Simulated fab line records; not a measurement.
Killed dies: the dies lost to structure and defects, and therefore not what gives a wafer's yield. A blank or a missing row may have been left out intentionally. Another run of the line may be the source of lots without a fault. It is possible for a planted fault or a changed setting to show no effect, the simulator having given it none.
Comparing a struck lot with a sound one	flow rit_cmos	44 out of 202 route steps
Sound: wafers L711.3, L711.5, L711.6. The struck wafers were L726.1, L726.2, L726.3. The cause is given at the end.
For every step that has rows: the tool of each side, followed by ch and its chambers, followed by its first start. Under that, the readings that differ: sound wafers	struck wafers	difference of the means	sigmas: that difference in standard deviations of wafers without a fault.
alike: same words and numbers on both sides, and readings whose means sit less than 2 such deviations apart. not compared: any withheld reading, any reading some wafer has no value for, any bound like >300 that may hide the same value, and any number with overlapping values for which the record gives no deviation.
A row with sigmas, a row that says differs or no value, or rows on one side alone: a step with any of these is where the two part. Numbers that have no deviation but don't overlap get no sigmas and don't part them. A reading that every wafer of one side lacks parts them only if that side has two wafers or more.

first, 4 steps without rows for these wafers: RIT_PLDD_SOFTBAKE_02 (time 60 s); RIT_PLDD_EXPOSE_03 (exposes mask M8, target cd 40900 nm); RIT_PLDD_PEB_04; RIT_PLDD_DEVELOP_05 (develop time 50 s).
RIT_PLDD_OVL_MEAS_06:
  sound on overlay-01, day 3 15:50; struck on overlay-02, day 6 18:36
  alike: PLDD_OVL
then, 2 steps without rows for these wafers: RIT_PLDD_HARDBAKE_07 (time 60 s); RIT_PLDD_IMPLANT_08.
RIT_PLDD_STRIP_09: strips in O2, time 180 s.
  sound on plasma_asher-04 ch 0,1, day 3 16:13; struck on plasma_asher-04 ch 0,1, day 6 18:56
  alike: chamber_pressure_mTorr, drypump_motor_current_A, o2_flow_sccm
  not compared: rf_hours_counter_h
RIT_PLDD_TW_MEAS_10:
  sound on film_metro-03, day 3 16:22; struck on film_metro-02, day 6 19:07
  alike: PLDD_TW
then, 3 steps without rows for these wafers: RIT_SPACER_CLEAN_00 (cleans in SC1, time 600 s); RIT_SPACER_CLEAN_01 (cleans in dHF, time 30 s); RIT_SPACER_CLEAN_02 (cleans in SC2, time 600 s).
RIT_SPACER_CVD_03: deposits Si3N4 from SiH2Cl2/NH3, target thk 250 nm, time 3300 s.
  sound on lpcvd-01 ch 1, day 3 17:09; struck on lpcvd-02 ch 0, day 6 19:34
reading	sound	struck	difference	sigmas
spike_tc_source_C (C)	830 828 829	838 840 841	+11	+3
model.Si3N4_of_SPACER_CVD_03.thk_nm (nm)	253.4 249.7 250.9	232.5 235 234.2	-17.4	
RIT_SPACER_THK_MEAS_04:
  sound on film_metro-02, day 3 19:05; struck on film_metro-04, day 6 21:29
reading	sound	struck	difference	sigmas
SPACER_NITRIDE_THK (nm)	253.2 249.5 251.1	232.4 235.0 234.3	-17.4	-6
RIT_SPACER_ETCHBACK_05: etches Si3N4 in SF6/CHF3, stops on SiO2, target depth 250 nm, time 240 s.
  sound on rie_diel-01 ch 0,1, day 3 19:07; struck on rie_diel-04 ch 0,1,2, day 6 21:33
reading	sound	struck	difference	sigmas
oes_product_au (a.u.)	0.839 0.842 0.834	0.801 0.803 0.816	-0.032	-2
model.etch.depth_nm (nm)	253.4 249.7 250.9	232.5 235 234.2	-17.4	
  alike: chamber_pressure_mTorr, drypump_motor_current_A, throttle_valve_pct
  not compared: rf_hours_counter_h
then, 6 steps without rows for these wafers: RIT_NSD_HMDS_00 (prime time 60 s); RIT_NSD_COAT_01 (resist thk 1000 nm); RIT_NSD_SOFTBAKE_02 (time 60 s); RIT_NSD_EXPOSE_03 (exposes mask M9, target cd 40700 nm); RIT_NSD_PEB_04; RIT_NSD_DEVELOP_05 (develop time 50 s).
RIT_NSD_OVL_MEAS_06:
  sound on overlay-02, day 3 20:16; struck on overlay-02, day 6 22:40
  alike: NSD_OVL
then, 2 steps without rows for these wafers: RIT_NSD_HARDBAKE_07 (time 60 s); RIT_NSD_IMPLANT_08.
RIT_NSD_STRIP_09: strips in O2, time 180 s.
  sound on plasma_asher-01 ch 0,1, day 3 20:38; struck on plasma_asher-01 ch 0,1, day 6 23:00
  alike: chamber_pressure_mTorr, drypump_motor_current_A, o2_flow_sccm
  not compared: rf_hours_counter_h
RIT_NSD_TW_MEAS_10:
  sound on film_metro-03, day 3 20:47; struck on film_metro-02, day 6 23:10
  alike: NSD_TW
then, 6 steps without rows for these wafers: RIT_PSD_HMDS_00 (prime time 60 s); RIT_PSD_COAT_01 (resist thk 1000 nm); RIT_PSD_SOFTBAKE_02 (time 60 s); RIT_PSD_EXPOSE_03 (exposes mask M10, target cd 40900 nm); RIT_PSD_PEB_04; RIT_PSD_DEVELOP_05 (develop time 50 s).
RIT_PSD_OVL_MEAS_06:
  sound on overlay-01, day 3 21:41; struck on overlay-02, day 7 00:13
  alike: PSD_OVL
then, 2 steps without rows for these wafers: RIT_PSD_HARDBAKE_07 (time 60 s); RIT_PSD_IMPLANT_08.
RIT_PSD_STRIP_09: strips in O2, time 180 s.
  sound on plasma_asher-02 ch 0,1, day 3 22:04; struck on plasma_asher-02 ch 0,1, day 7 00:32
  alike: chamber_pressure_mTorr, drypump_motor_current_A, o2_flow_sccm
  not compared: rf_hours_counter_h
RIT_PSD_TW_MEAS_10:
  sound on film_metro-03, day 3 22:12; struck on film_metro-02, day 7 00:43
  alike: PSD_TW
then, 3 steps without rows for these wafers: RIT_SDANNEAL_CLEAN_00 (cleans in SC1, time 600 s); RIT_SDANNEAL_CLEAN_01 (cleans in dHF, time 30 s); RIT_SDANNEAL_CLEAN_02 (cleans in SC2, time 600 s).
RIT_SDANNEAL_RTA_03: time 5 s.
  sound on rtp_anneal-01 ch 0, day 3 22:38; struck on rtp_anneal-02 ch 0, day 7 01:09
  alike: ramp_down_c_per_s, wafer_temp_C_max
RIT_SDANNEAL_RS_MEAS_04: the measuring method here is four-point-probe.
  sound on film_metro-01, day 3 22:43; struck on film_metro-02, day 7 01:12
  alike: PSD_RS
RIT_SILICIDE_WET_ETCH_00: etches SiO2 in BOE, target depth 14 nm, time 15 s.
  sound on wet_bench-04 ch 1, day 3 23:09; struck on wet_bench-03 ch 3, day 7 01:41
reading	sound	struck	difference	sigmas
model.Si3N4_of_SPACER_CVD_03.thk_nm (nm)	197.1 195.3 194.9	181 183.3 183	-13	
RIT_M1_PROBE_99:
  sound on prober-02, day 4 06:24; struck on prober-02, day 7 08:50
reading	sound	struck	difference	sigmas
model.etest.nwell_pinched.rs_ohm_sq	333.4 332.6 336.1	349.3 347.6 342.4	+12.4	
  alike: killed_at_contacts, killed_at_front_end, killed_dies, killed_open, killed_short
  not compared: model.etest.pwell_pinched.rs_ohm_sq, model.etest.diode_nplus_comb.cj_ff_um2

WHERE THEY PART
Last at RIT_SPACER_ETCHBACK_05 as far as this record goes, first at RIT_SPACER_CVD_03. Later steps at which nothing parts them and some readings are alike: RIT_NSD_OVL_MEAS_06, RIT_NSD_STRIP_09, RIT_NSD_TW_MEAS_10, RIT_PSD_OVL_MEAS_06, RIT_PSD_STRIP_09, RIT_PSD_TW_MEAS_10, RIT_SDANNEAL_RTA_03, RIT_SDANNEAL_RS_MEAS_04, RIT_M1_PROBE_99.

WHY: whatever the simulator had introduced
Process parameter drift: lpcvd-02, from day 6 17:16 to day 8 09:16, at RIT_SPACER_CVD_03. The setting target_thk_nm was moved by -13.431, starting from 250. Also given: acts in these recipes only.
